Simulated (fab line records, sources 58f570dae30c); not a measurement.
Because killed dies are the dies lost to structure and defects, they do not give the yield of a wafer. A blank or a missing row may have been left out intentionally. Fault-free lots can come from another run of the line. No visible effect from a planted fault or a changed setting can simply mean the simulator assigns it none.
fab line records | flow berkeley_cmos170 | part 1 of 2: steps 1 to 25 of 36
record: lots: 5 wafers: 15 last_day: 12
route steps=331 shown SCREENOX@100 NVT@104 PVT@115 GATE@125 FIELD@126
lots that met no fault: taken from a fault-free run of the same line
start_h: hours from the record's first day to the start of the lot's first wafer shown | wait_h: hours from the lot's prior step to this one | " unchanged from the row above | L1.1+2: a row that stands for several wafers | - no value present, or no start provided | * or withheld: withheld | < > ~ a bound
route shown NAME@n: NAME is a module with steps in the file, n the number in the route of the first one | usual: mean/standard deviation taken from wafers without a fault | same: alike in all rows | chamber/n: place in a boat | sites: the reading at each site | _std_site: how widely they spread, as a standard deviation | _edge_site: outer sites' mean less inner sites' | radius_mm: how far each site lies from the wafer's centre | mask NAME#n: copy n | behind: the tool/chamber that last shaped the wafer | hold: cause of the lot's hold/its duration in hours/its outcome | device: names the non-switching transistor (n, p or np) | end of line: the same wafers' tests at the end of the route | a step without rows: its recipe alone | killed: dies lost to structure and defects at the first sort, not the wafer's yield | map: dies across one wafer; x = killed, . = not, _ = none there
set.NAME: setting as actually run; set.NAME@STEP: the setting as run at that earlier step | model.NAME: the simulator's own value behind a step, which no gauge read
lots at selected steps of the route; one table per step, one row per wafer
services: from which hour (start_h, from the record's first day; less than 0 if before it) a tool's chamber was out of use, for how many hours, and why
== steps ==
step: UCB170_SCREENOX_WET_ETCH_00
recipe: chemistry: dHF dilution: 25:1 target: SiO2 temp_c: 25 time_s: 200
columns lot.wafer tool chamber start_h wait_h
L075.3+5+6 wet_bench-02 3 100.41 0.1
L078.1+2+5 wet_bench-04 0 115.51 0.1
L091.2+3+4 wet_bench-02 2 187.17 0.0
L093.1+3+5 wet_bench-04 0 195.90 0.1
L096.2+3+6 wet_bench-02 2 213.46 0.0
step: UCB170_SCREENOX_OXIDATION_01
recipe: temp_c: 900 ambient: O2 target_thk_a: 144 ox_time_s: 2446
columns lot.wafer tool chamber start_h wait_h
L075.3+5+6 furnace-03 0 102.68 2.2
L078.1+2+5 furnace-04 0 118.41 2.8
L091.2+3+4 furnace-03 0 192.43 5.2
L093.1+3+5 furnace-04 0 200.72 4.8
L096.2+3+6 furnace-03 0 216.32 2.8
step: UCB170_SCREENOX_THK_MEAS_02
recipe: reads: SiO2_of_SCREENOX_OXIDATION_01
usual: SCREENOX_OXIDE_THK: 14.72/0.29
columns lot.wafer tool chamber start_h wait_h SCREENOX_OXIDE_THK[nm]
L075.3 film_metro-04 - 104.37 0.0 14.98
L075.5 " - " " 15.26
L075.6 " - " " 15.42
L078.1 film_metro-03 - 120.07 0.0 14.70
L078.2 " - " " 14.83
L078.5 " - " " 14.70
L091.2 film_metro-03 - 194.11 0.0 14.80
L091.3 " - " " 14.76
L091.4 " - " " 14.52
L093.1 film_metro-02 - 202.38 0.0 14.99
L093.3 " - " " 14.75
L093.5 " - " " 14.64
L096.2 film_metro-03 - 218.00 0.0 14.40
L096.3 " - " " 14.40
L096.6 " - " " 14.70
step: UCB170_SCREENOX_ANNEAL_03
recipe: temp_c: 900 time_s: 900 ambient: N2
columns lot.wafer tool chamber start_h wait_h
L075.3+5+6 furnace-03 0 107.03 2.7
L078.1+2+5 furnace-04 0 125.67 5.6
L091.2+3+4 furnace-04 0 199.47 5.3
L093.1+3+5 furnace-02 0 206.55 4.2
L096.2+3+6 furnace-04 0 219.43 1.4
step: UCB170_NVT_HMDS_00
recipe: prime_time_s: 60 prime_temp_c: 100
usual: chill_plate_temp_C: 22.98/0.11 resist_line_temp_C: 23.02/0.092
columns lot.wafer tool chamber start_h wait_h chill_plate_temp_C resist_line_temp_C
L075.3 litho_track-04 0 108.33 0.1 22.96 23.08
L075.5 " 0 " " 23.02 23.26
L075.6 " 0 " " 22.95 22.97
L078.1 litho_track-04 0 126.92 0.0 23.10 22.99
L078.2 " 0 " " 22.98 23.05
L078.5 " 0 " " 22.87 23.10
L091.2 litho_track-02 0 200.95 0.2 22.87 22.98
L091.3 " 0 " " 22.97 22.92
L091.4 " 0 " " 22.98 23.02
L093.1 litho_track-04 0 208.13 0.3 23.04 23.13
L093.3 " 0 " " 23.14 23.16
L093.5 " 0 " " 22.96 23.12
L096.2 litho_track-02 0 221.20 0.5 22.93 22.89
L096.3 " 0 " " 22.91 23.01
L096.6 " 0 " " 22.92 22.98
step: UCB170_NVT_COAT_01
recipe: resist: KrF spin_rpm: 1500 resist_thk_nm: 900
usual: chill_plate_temp_C: 23.00/0.11 resist_line_temp_C: 22.97/0.11
columns lot.wafer tool chamber start_h wait_h chill_plate_temp_C resist_line_temp_C
L075.3 litho_track-04 0 108.48 0.1 23.00 22.87
L075.5 " 0 " " 23.00 22.95
L075.6 " 0 " " 23.11 22.87
L078.1 litho_track-04 0 127.07 0.1 22.98 22.92
L078.2 " 0 " " 22.88 22.89
L078.5 " 0 " " 22.82 22.87
L091.2 litho_track-02 0 201.10 0.1 23.00 22.88
L091.3 " 0 " " 23.12 22.95
L091.4 " 0 " " 23.05 22.89
L093.1 litho_track-04 0 208.28 0.1 22.98 22.85
L093.3 " 0 " " 22.93 22.95
L093.5 " 0 " " 23.04 22.69
L096.2 litho_track-02 0 221.35 0.1 23.11 23.03
L096.3 " 0 " " 23.18 22.99
L096.6 " 0 " " 23.03 22.87
step: UCB170_NVT_SOFTBAKE_02
recipe: resist: KrF temp_c: 130 time_s: 60
usual: chill_plate_temp_C: 22.99/0.1 heater_power_total_W: 56.80/0.05 resist_line_temp_C: 22.99/0.11
columns lot.wafer tool chamber start_h wait_h chill_plate_temp_C heater_power_total_W resist_line_temp_C
L075.3 litho_track-04 0 108.63 0.1 22.89 56.80 23.09
L075.5 " 0 " " 22.97 56.85 23.08
L075.6 " 0 " " 22.92 56.80 22.93
L078.1 litho_track-04 0 127.22 0.1 22.93 56.87 23.00
L078.2 " 0 " " 22.91 56.77 22.95
L078.5 " 0 " " 22.97 56.72 22.81
L091.2 litho_track-02 0 201.25 0.1 22.86 56.90 22.83
L091.3 " 0 " " 22.90 56.87 22.70
L091.4 " 0 " " 22.85 56.74 22.87
L093.1 litho_track-04 0 208.43 0.1 22.96 56.84 22.90
L093.3 " 0 " " 22.90 56.82 23.06
L093.5 " 0 " " 22.98 56.84 23.00
L096.2 litho_track-02 0 221.50 0.1 22.98 56.81 22.83
L096.3 " 0 " " 22.86 56.81 22.81
L096.6 " 0 " " 23.04 56.86 22.81
step: UCB170_NVT_EXPOSE_03
recipe: mask_id: PWELL target_cd_nm: 3000 na: 0.5 sigma_outer: 0.6 source_shape: conventional dose_mj: 30
columns lot.wafer tool chamber start_h wait_h mask
L075.3+5+6 krf_scanner-02 0 109.14 0.5 PWELL#0
L078.1+2+5 krf_scanner-02 0 127.37 0.1 PWELL#0
L091.2+3+4 krf_scanner-01 0 201.52 0.2 PWELL#0
L093.1+3+5 krf_scanner-02 0 208.70 0.2 PWELL#0
L096.2+3+6 krf_scanner-02 0 221.82 0.3 PWELL#0
step: UCB170_NVT_PEB_04
recipe: peb_temp_c: 130 peb_time_s: withheld resist: KrF
usual: chill_plate_temp_C: 23.01/0.11 heater_power_total_W: 56.80/0.048 resist_line_temp_C: 22.97/0.11
columns lot.wafer tool chamber start_h wait_h chill_plate_temp_C heater_power_total_W resist_line_temp_C
L075.3 litho_track-01 0 109.27 0.1 22.84 56.79 23.03
L075.5 " 0 " " 22.93 56.68 23.12
L075.6 " 0 " " 22.98 56.79 22.93
L078.1 litho_track-04 0 127.82 0.4 22.90 56.77 22.85
L078.2 " 0 " " 22.99 56.78 22.85
L078.5 " 0 " " 23.01 56.85 22.84
L091.2 litho_track-01 0 201.83 0.3 23.15 56.77 23.06
L091.3 " 0 " " 23.00 56.80 22.95
L091.4 " 0 " " 23.24 56.88 22.96
L093.1 litho_track-02 0 209.12 0.4 23.14 56.77 23.14
L093.3 " 0 " " 23.05 56.74 23.05
L093.5 " 0 " " 22.90 56.79 23.15
L096.2 litho_track-04 0 222.07 0.2 23.18 56.83 22.88
L096.3 " 0 " " 23.27 56.85 23.03
L096.6 " 0 " " 23.21 56.85 22.93
step: UCB170_NVT_DEVELOP_05
recipe: developer: TMAH develop_time_s: 45 resist: KrF dev_temp_c: 21
usual: chill_plate_temp_C: 23.01/0.1 resist_line_temp_C: 23.00/0.091
columns lot.wafer tool chamber start_h wait_h chill_plate_temp_C resist_line_temp_C
L075.3 litho_track-01 0 - - 22.96 23.07
L075.5 " 0 " " 23.09 22.96
L075.6 " 0 " " 23.10 23.02
L078.1 litho_track-04 0 - - 22.97 22.94
L078.2 " 0 " " 23.07 23.03
L078.5 " 0 " " 22.98 23.03
L091.2 litho_track-01 0 - - 23.10 22.98
L091.3 " 0 " " 23.08 22.98
L091.4 " 0 " " 23.10 22.98
L093.1 litho_track-02 0 - - 23.08 23.16
L093.3 " 0 " " 23.23 23.00
L093.5 " 0 " " 23.22 23.14
L096.2 litho_track-04 0 - - 22.91 22.96
L096.3 " 0 " " 23.02 22.88
L096.6 " 0 " " 23.02 22.82
step: UCB170_NVT_OVL_MEAS_06
usual: NVT_OVL: 2/5.6
columns lot.wafer tool chamber start_h wait_h NVT_OVL[nm]
L075.3 overlay-01 - 109.50 - 0
L075.5 " - " " -2
L075.6 " - " " 2
L078.1 overlay-01 - 128.10 - 0
L078.2 " - " " 2
L078.5 " - " " 1
L091.2 overlay-01 - 202.09 - -4
L091.3 " - " " 10
L091.4 " - " " 8
L093.1 overlay-02 - 209.40 - 4
L093.3 " - " " 0
L093.5 " - " " 6
L096.2 overlay-01 - 222.32 - -1
L096.3 " - " " 1
L096.6 " - " " -4
step: UCB170_NVT_IMPLANT_07
recipe: species: BF2 dose_cm2: 3e+12 energy_kev: 50 tilt_deg: 7
usual: dose_ions_cm2: 3e+12/3.1e+09
same: implant_ion_amu: 49
columns lot.wafer tool chamber start_h wait_h dose_ions_cm2
L075.3 implanter-03 0 109.58 0.1 2.997e+12
L075.5 " 0 " " 2.994e+12
L075.6 " 0 " " 2.994e+12
L078.1 implanter-03 0 128.14 0.0 3e+12
L078.2 " 0 " " 3e+12
L078.5 " 0 " " 2.999e+12
L091.2 implanter-04 0 202.14 0.0 2.999e+12
L091.3 " 0 " " 2.999e+12
L091.4 " 0 " " 3.001e+12
L093.1 implanter-03 0 209.44 0.0 2.997e+12
L093.3 " 0 " " 2.999e+12
L093.5 " 0 " " 2.999e+12
L096.2 implanter-03 0 222.38 0.0 2.997e+12
L096.3 " 0 " " 2.997e+12
L096.6 " 0 " " 3e+12
step: UCB170_NVT_STRIP_08
recipe: chemistry: O2 power_w: 400 pressure_mtorr: 3500 platen_temp_c: withheld o2_flow_sccm: 400 overash_fraction: 0.5
usual: drypump_motor_current_A: 5.7/0.61 oes_product_au: 0.734/0.0041 strip_time_to_endpoint_s: 21.67/0.062
columns lot.wafer tool chamber start_h wait_h drypump_motor_current_A oes_product_au rf_hours_counter_h strip_time_to_endpoint_s
L075.3 plasma_asher-01 0 109.71 0.1 5.2 0.737 - 21.77
L075.5 " 1 " " 5.8 0.733 - 21.71
L075.6 " 0 " " 5.2 0.738 - 21.67
L078.1 plasma_asher-01 1 128.29 0.1 5.8 0.731 43 21.73
L078.2 " 0 " " 5.2 0.729 43 21.75
L078.5 " 0 " " 5.2 0.735 - 21.79
L091.2 plasma_asher-01 1 202.27 0.1 5.8 0.730 50 21.72
L091.3 " 0 " " 5.2 0.728 - 21.70
L091.4 " 1 " " 5.8 0.736 - 21.68
L093.1 plasma_asher-03 1 209.59 0.1 6.8 0.739 51 21.60
L093.3 " 1 " " 6.7 0.737 - 21.63
L093.5 " 1 " " 6.8 0.738 - 21.63
L096.2 plasma_asher-01 0 222.50 0.1 5.2 0.738 53 21.63
L096.3 " 0 " " 5.2 0.733 - 21.68
L096.6 " 0 " " 5.2 0.733 - 21.65
step: UCB170_NVT_TW_MEAS_09
usual: NVT_TW: 527/4.4
columns lot.wafer tool chamber start_h wait_h NVT_TW
L075.3 film_metro-01 - 109.80 0.1 534
L075.5 " - " " 532
L075.6 " - " " 532
L078.1 film_metro-01 - 128.39 0.1 532
L078.2 " - " " 531
L078.5 " - " " 529
L091.2 film_metro-04 - 202.38 0.1 521
L091.3 " - " " 523
L091.4 " - " " 521
L093.1 film_metro-03 - 209.69 0.1 521
L093.3 " - " " 522
L093.5 " - " " 521
L096.2 film_metro-01 - 222.61 0.1 535
L096.3 " - " " 531
L096.6 " - " " 535
step: UCB170_NVT_CLEAN_10
recipe: chemistry: SPM temp_c: 120 time_s: 600
columns lot.wafer tool chamber start_h wait_h
L075.3+5+6 wet_bench-02 3 110.65 0.8
L078.1+2+5 wet_bench-03 3 128.45 0.1
L091.2+3+4 wet_bench-01 0 205.64 3.3
L093.1+3+5 wet_bench-02 2 209.75 0.1
L096.2+3+6 wet_bench-02 0 223.82 1.2
step: UCB170_PVT_HMDS_00
recipe: prime_time_s: 60 prime_temp_c: 100
usual: chill_plate_temp_C: 23.02/0.098 resist_line_temp_C: 23.03/0.11
columns lot.wafer tool chamber start_h wait_h chill_plate_temp_C resist_line_temp_C
L075.3 litho_track-02 0 110.87 0.1 23.11 23.17
L075.5 " 0 " " 23.01 23.08
L075.6 " 0 " " 23.06 23.23
L078.1 litho_track-03 0 128.83 0.2 22.94 22.83
L078.2 " 0 " " 23.00 23.03
L078.5 " 0 " " 22.90 23.13
L091.2 litho_track-01 0 205.88 0.0 23.14 22.86
L091.3 " 0 " " 22.93 22.84
L091.4 " 0 " " 22.98 23.03
L093.1 litho_track-01 0 209.95 0.0 22.99 23.14
L093.3 " 0 " " 22.83 23.28
L093.5 " 0 " " 22.98 23.15
L096.2 litho_track-01 0 224.66 0.7 22.94 23.05
L096.3 " 0 " " 22.89 23.09
L096.6 " 0 " " 23.06 23.10
step: UCB170_PVT_COAT_01
recipe: resist: KrF spin_rpm: 1500 resist_thk_nm: 900
usual: chill_plate_temp_C: 22.99/0.094 resist_line_temp_C: 23.02/0.13
columns lot.wafer tool chamber start_h wait_h chill_plate_temp_C resist_line_temp_C
L075.3 litho_track-02 0 111.02 0.1 22.94 22.98
L075.5 " 0 " " 23.11 22.94
L075.6 " 0 " " 22.85 23.04
L078.1 litho_track-03 0 128.98 0.1 22.95 22.94
L078.2 " 0 " " 23.07 23.22
L078.5 " 0 " " 22.95 23.05
L091.2 litho_track-01 0 206.03 0.1 22.82 23.06
L091.3 " 0 " " 23.03 23.11
L091.4 " 0 " " 22.95 23.09
L093.1 litho_track-01 0 210.10 0.1 23.05 23.15
L093.3 " 0 " " 23.21 23.20
L093.5 " 0 " " 23.05 23.27
L096.2 litho_track-01 0 224.81 0.1 22.88 23.22
L096.3 " 0 " " 22.86 23.11
L096.6 " 0 " " 23.11 23.05
step: UCB170_PVT_SOFTBAKE_02
recipe: resist: KrF temp_c: 130 time_s: 60
usual: chill_plate_temp_C: 23.00/0.12 heater_power_total_W: 56.80/0.044 resist_line_temp_C: 22.97/0.11
columns lot.wafer tool chamber start_h wait_h chill_plate_temp_C heater_power_total_W resist_line_temp_C
L075.3 litho_track-02 0 111.17 0.1 22.88 56.76 23.01
L075.5 " 0 " " 22.92 56.77 23.07
L075.6 " 0 " " 22.87 56.86 22.81
L078.1 litho_track-03 0 129.13 0.1 22.96 56.73 22.92
L078.2 " 0 " " 23.02 56.84 22.89
L078.5 " 0 " " 23.14 56.86 22.77
L091.2 litho_track-01 0 206.18 0.1 23.08 56.80 23.00
L091.3 " 0 " " 23.18 56.84 22.87
L091.4 " 0 " " 23.25 56.72 22.93
L093.1 litho_track-01 0 210.25 0.1 23.07 56.83 23.01
L093.3 " 0 " " 22.67 56.82 23.09
L093.5 " 0 " " 22.85 56.79 22.97
L096.2 litho_track-01 0 224.96 0.1 23.14 56.76 22.99
L096.3 " 0 " " 22.85 56.83 22.88
L096.6 " 0 " " 22.96 56.78 23.03
step: UCB170_PVT_EXPOSE_03
recipe: mask_id: NWELL target_cd_nm: 3000 na: 0.5 sigma_outer: 0.6 source_shape: conventional dose_mj: 30.52
columns lot.wafer tool chamber start_h wait_h mask
L075.3+5+6 krf_scanner-02 0 111.68 0.5 NWELL#0
L078.1+2+5 krf_scanner-01 0 129.28 0.1 NWELL#0
L091.2+3+4 krf_scanner-02 0 206.45 0.2 NWELL#0
L093.1+3+5 krf_scanner-01 0 210.53 0.2 NWELL#0
L096.2+3+6 krf_scanner-01 0 225.23 0.2 NWELL#0
step: UCB170_PVT_PEB_04
recipe: peb_temp_c: 130 peb_time_s: withheld resist: KrF
usual: chill_plate_temp_C: 23.01/0.12 heater_power_total_W: 56.80/0.044 resist_line_temp_C: 23.01/0.12
columns lot.wafer tool chamber start_h wait_h chill_plate_temp_C heater_power_total_W resist_line_temp_C
L075.3 litho_track-03 0 111.99 0.3 23.19 56.80 22.90
L075.5 " 0 " " 23.27 56.81 23.10
L075.6 " 0 " " 23.41 56.85 22.93
L078.1 litho_track-03 0 129.55 0.3 22.98 56.83 23.03
L078.2 " 0 " " 23.02 56.78 23.03
L078.5 " 0 " " 22.89 56.79 23.08
L091.2 litho_track-01 0 206.57 0.1 22.98 56.82 22.85
L091.3 " 0 " " 23.03 56.84 22.90
L091.4 " 0 " " 22.87 56.78 22.76
L093.1 litho_track-01 0 210.85 0.3 22.86 56.83 22.90
L093.3 " 0 " " 22.90 56.82 22.99
L093.5 " 0 " " 22.91 56.81 23.02
L096.2 litho_track-03 0 226.08 0.8 23.20 56.83 22.98
L096.3 " 0 " " 23.12 56.77 23.02
L096.6 " 0 " " 23.06 56.78 22.90
step: UCB170_PVT_DEVELOP_05
recipe: developer: TMAH develop_time_s: 45 resist: KrF dev_temp_c: 21
usual: chill_plate_temp_C: 22.99/0.1 resist_line_temp_C: 23.01/0.098
columns lot.wafer tool chamber start_h wait_h chill_plate_temp_C resist_line_temp_C
L075.3 litho_track-03 0 - - 22.86 22.98
L075.5 " 0 " " 22.89 23.08
L075.6 " 0 " " 22.94 23.04
L078.1 litho_track-03 0 - - 22.85 22.86
L078.2 " 0 " " 23.14 22.90
L078.5 " 0 " " 23.18 22.87
L091.2 litho_track-01 0 - - 22.99 23.13
L091.3 " 0 " " 22.83 23.19
L091.4 " 0 " " 22.89 23.06
L093.1 litho_track-01 0 - - 23.19 23.07
L093.3 " 0 " " 23.08 22.99
L093.5 " 0 " " 23.14 23.09
L096.2 litho_track-03 0 - - 23.16 23.03
L096.3 " 0 " " 23.27 23.16
L096.6 " 0 " " 23.16 23.01
step: UCB170_PVT_OVL_MEAS_06
usual: PVT_OVL: 1/5.4
columns lot.wafer tool chamber start_h wait_h PVT_OVL[nm]
L075.3 overlay-01 - 112.23 - 2
L075.5 " - " " 1
L075.6 " - " " 4
L078.1 overlay-02 - 129.83 - 2
L078.2 " - " " -2
L078.5 " - " " 5
L091.2 overlay-02 - 206.83 - 3
L091.3 " - " " -2
L091.4 " - " " 7
L093.1 overlay-01 - 211.13 - 6
L093.3 " - " " 2
L093.5 " - " " 0
L096.2 overlay-01 - 226.34 - -9
L096.3 " - " " -4
L096.6 " - " " 1
step: UCB170_PVT_IMPLANT_07
recipe: species: P dose_cm2: 2e+12 energy_kev: 30 tilt_deg: 7
usual: dose_ions_cm2: 1.9999e+12/2.2e+09
same: implant_ion_amu: 31
columns lot.wafer tool chamber start_h wait_h dose_ions_cm2
L075.3 implanter-02 0 112.30 0.1 2.0018e+12
L075.5 " 0 " " 2e+12
L075.6 " 0 " " 2.0034e+12
L078.1 implanter-01 0 129.86 0.0 1.9979e+12
L078.2 " 0 " " 1.9989e+12
L078.5 " 0 " " 1.997e+12
L091.2 implanter-01 0 206.88 0.0 1.9973e+12
L091.3 " 0 " " 1.9985e+12
L091.4 " 0 " " 1.9984e+12
L093.1 implanter-04 0 211.17 0.0 1.9993e+12
L093.3 " 0 " " 1.9982e+12
L093.5 " 0 " " 2.0004e+12
L096.2 implanter-04 0 226.40 0.0 2.0008e+12
L096.3 " 0 " " 2.0043e+12
L096.6 " 0 " " 2.0014e+12
step: UCB170_PVT_STRIP_08
recipe: chemistry: O2 power_w: 400 pressure_mtorr: 3500 platen_temp_c: withheld o2_flow_sccm: 400 overash_fraction: 0.5
usual: drypump_motor_current_A: 5.9/0.51 oes_product_au: 0.734/0.0047 strip_time_to_endpoint_s: 21.64/0.058
columns lot.wafer tool chamber start_h wait_h drypump_motor_current_A oes_product_au rf_hours_counter_h strip_time_to_endpoint_s
L075.3 plasma_asher-03 0 112.43 0.1 6.3 0.735 - 21.63
L075.5 " 1 " " 6.7 0.730 - 21.61
L075.6 " 0 " " 6.3 0.734 - 21.62
L078.1 plasma_asher-01 1 130.01 0.1 5.8 0.732 43 21.59
L078.2 " 0 " " 5.2 0.734 43 21.65
L078.5 " 1 " " 5.8 0.735 - 21.59
L091.2 plasma_asher-03 1 207.01 0.1 6.8 0.730 50 21.68
L091.3 " 1 " " 6.8 0.735 - 21.68
L091.4 " 0 " " 6.3 0.723 - 21.67
L093.1 plasma_asher-03 1 211.32 0.1 6.8 0.724 51 21.63
L093.3 " 0 " " 6.3 0.726 - 21.60
L093.5 " 0 " " 6.3 0.736 - 21.62
L096.2 plasma_asher-01 0 226.52 0.1 5.2 0.740 53 21.56
L096.3 " 0 " " 5.2 0.736 - 21.56
L096.6 " 0 " " 5.2 0.730 - 21.63
step: UCB170_PVT_TW_MEAS_09
usual: PVT_TW: 511/3.5
columns lot.wafer tool chamber start_h wait_h PVT_TW
L075.3 film_metro-01 - 112.52 0.1 518
L075.5 " - " " 517
L075.6 " - " " 514
L078.1 film_metro-02 - 130.11 0.1 508
L078.2 " - " " 509
L078.5 " - " " 509
L091.2 film_metro-02 - 207.12 0.1 507
L091.3 " - " " 505
L091.4 " - " " 509
L093.1 film_metro-01 - 211.42 0.1 515
L093.3 " - " " 514
L093.5 " - " " 515
L096.2 film_metro-01 - 226.63 0.1 515
L096.3 " - " " 516
L096.6 " - " " 515
